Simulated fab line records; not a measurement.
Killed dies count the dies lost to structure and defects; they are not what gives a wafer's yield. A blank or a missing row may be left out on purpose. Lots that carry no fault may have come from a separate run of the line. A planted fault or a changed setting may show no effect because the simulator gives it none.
A sampling plan put to the test	flow berkeley_cmos170	14 faults told of in these records, all on one fab line, each judged by the records of the lots it struck
Plan = the line's own looks (route steps where a gauge or an inspection reads the wafer without altering it). Where struck wafers have a number at a look and the file lists that look's usual mean and standard deviation on fault-free wafers, the look can be judged. Caught: 4 or more of those standard deviations (sigma) separate the usual mean from the mean of the struck wafers at a look after the fault's first step. On the tool: the fault's steps, tested the same way using the tool's own readings. Also counted as caught: the struck wafers showing another recipe, or a record that is empty for them alone.

== THE FAULTS, as the simulator had put them in ==
1. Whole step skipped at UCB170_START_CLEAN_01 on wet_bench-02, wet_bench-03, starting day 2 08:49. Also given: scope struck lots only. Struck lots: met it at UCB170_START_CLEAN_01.
2. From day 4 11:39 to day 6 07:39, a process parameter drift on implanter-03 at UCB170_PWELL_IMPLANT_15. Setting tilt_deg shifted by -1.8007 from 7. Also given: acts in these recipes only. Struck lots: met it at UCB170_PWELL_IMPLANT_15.
3. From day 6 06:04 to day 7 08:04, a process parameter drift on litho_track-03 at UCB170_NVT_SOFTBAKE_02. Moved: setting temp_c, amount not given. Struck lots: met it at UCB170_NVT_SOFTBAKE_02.
4. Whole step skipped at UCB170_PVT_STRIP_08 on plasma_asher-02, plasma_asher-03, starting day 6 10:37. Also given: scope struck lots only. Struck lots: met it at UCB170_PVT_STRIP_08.
5. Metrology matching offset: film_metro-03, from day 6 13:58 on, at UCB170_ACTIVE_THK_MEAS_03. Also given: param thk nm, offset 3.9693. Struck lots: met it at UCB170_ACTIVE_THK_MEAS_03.
6. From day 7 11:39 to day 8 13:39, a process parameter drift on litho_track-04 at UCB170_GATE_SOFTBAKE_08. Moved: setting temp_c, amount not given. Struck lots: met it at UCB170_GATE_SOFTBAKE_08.
7. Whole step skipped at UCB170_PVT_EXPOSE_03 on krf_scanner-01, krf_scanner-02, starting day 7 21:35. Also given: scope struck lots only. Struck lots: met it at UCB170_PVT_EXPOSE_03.
8. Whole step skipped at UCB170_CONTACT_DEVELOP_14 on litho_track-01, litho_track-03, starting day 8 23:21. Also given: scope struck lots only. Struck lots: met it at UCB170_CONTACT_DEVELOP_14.
9. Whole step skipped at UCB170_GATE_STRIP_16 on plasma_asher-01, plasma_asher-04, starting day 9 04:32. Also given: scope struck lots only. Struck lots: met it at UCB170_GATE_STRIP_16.
10. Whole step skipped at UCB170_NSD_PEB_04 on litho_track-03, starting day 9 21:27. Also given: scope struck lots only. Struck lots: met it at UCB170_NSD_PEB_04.
11. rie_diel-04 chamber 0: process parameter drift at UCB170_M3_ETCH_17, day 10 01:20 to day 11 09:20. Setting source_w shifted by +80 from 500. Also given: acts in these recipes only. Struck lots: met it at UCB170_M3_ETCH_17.
12. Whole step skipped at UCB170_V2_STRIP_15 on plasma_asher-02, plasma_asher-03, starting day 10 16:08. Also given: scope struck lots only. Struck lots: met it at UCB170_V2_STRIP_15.
13. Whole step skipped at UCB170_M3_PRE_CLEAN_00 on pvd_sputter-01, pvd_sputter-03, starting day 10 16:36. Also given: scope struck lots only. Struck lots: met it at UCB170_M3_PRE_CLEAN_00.
14. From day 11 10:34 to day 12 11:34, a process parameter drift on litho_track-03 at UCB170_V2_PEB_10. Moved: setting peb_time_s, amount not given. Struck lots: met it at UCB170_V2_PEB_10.

== WHAT THE PLAN SAW ==
fault	on the tool itself	first look that catches it	reading, sigma	median hours from its first step to that look	hours from the fault's start to the first struck lot there	judged looks passed uncaught
1	the tool's record is blank for the struck wafers	none of the 2 looks that can be judged after it	-	-	-	2
2	tilt_deg -94 sigma	no look after it can be judged	-	-	-	0
3	heater_power_total_W -39 sigma	no look after it can be judged	-	-	-	0
4	the tool's record is blank for the struck wafers	not the one look that can be judged after it	-	-	-	1
5	ACTIVE_OXIDE_THK +9.3 sigma	no look after it can be judged	-	-	-	0
6	heater_power_total_W +50 sigma	UCB170_GATE_CD_MEAS_12	cd_nm -8.5	1.0	7	0
7	no reading that can be judged	no look after it can be judged	-	-	-	0
8	the tool's record is blank for the struck wafers	no look after it can be judged	-	-	-	0
9	the tool's record is blank for the struck wafers	no look after it can be judged	-	-	-	0
10	the tool's record is blank for the struck wafers	not the one look that can be judged after it	-	-	-	1
11	rf_fwd_power_W +30 sigma	no look after it can be judged	-	-	-	0
12	the tool's record is blank for the struck wafers	no look after it can be judged	-	-	-	0
13	the tool's record is blank for the struck wafers	no look after it can be judged	-	-	-	0
14	heater_power_total_W +8.3 sigma	not the one look that can be judged after it	-	-	-	1
A dash: the fault is not caught, or the number is missing from these records.

Caught at a look: 1 of 14. Caught on the tool: 13 of 14. By one or the other: 13 of 14.
Faults caught by the tool alone: 1, 2, 3, 4, 5, 8, 9, 10, 11, 12, 13, 14.
Caught by neither: fault 7.

== THINNER SAMPLING ==
In the worst case, this is how late the first struck lot would be measured if the look that catches a fault measured only every second or every third lot, by lot number:
fault	struck lots at that look, in order of time	every lot	every second lot	every third lot
6	L719, L720	7 h	14 h	may miss all 2
Hours count from the start of the fault until the first struck lot that is measured. Since the struck wafers were tested as one group against 4 sigma, a single lot by itself may lie under the limit. Other struck lots may not be in these records.

== THE LONGEST TIMED WAY FROM STEP TO LOOK ==
For fault 6, UCB170_GATE_SOFTBAKE_08 and UCB170_GATE_CD_MEAS_12 are separated by a median of 1.0 hours. No look between them can be judged.
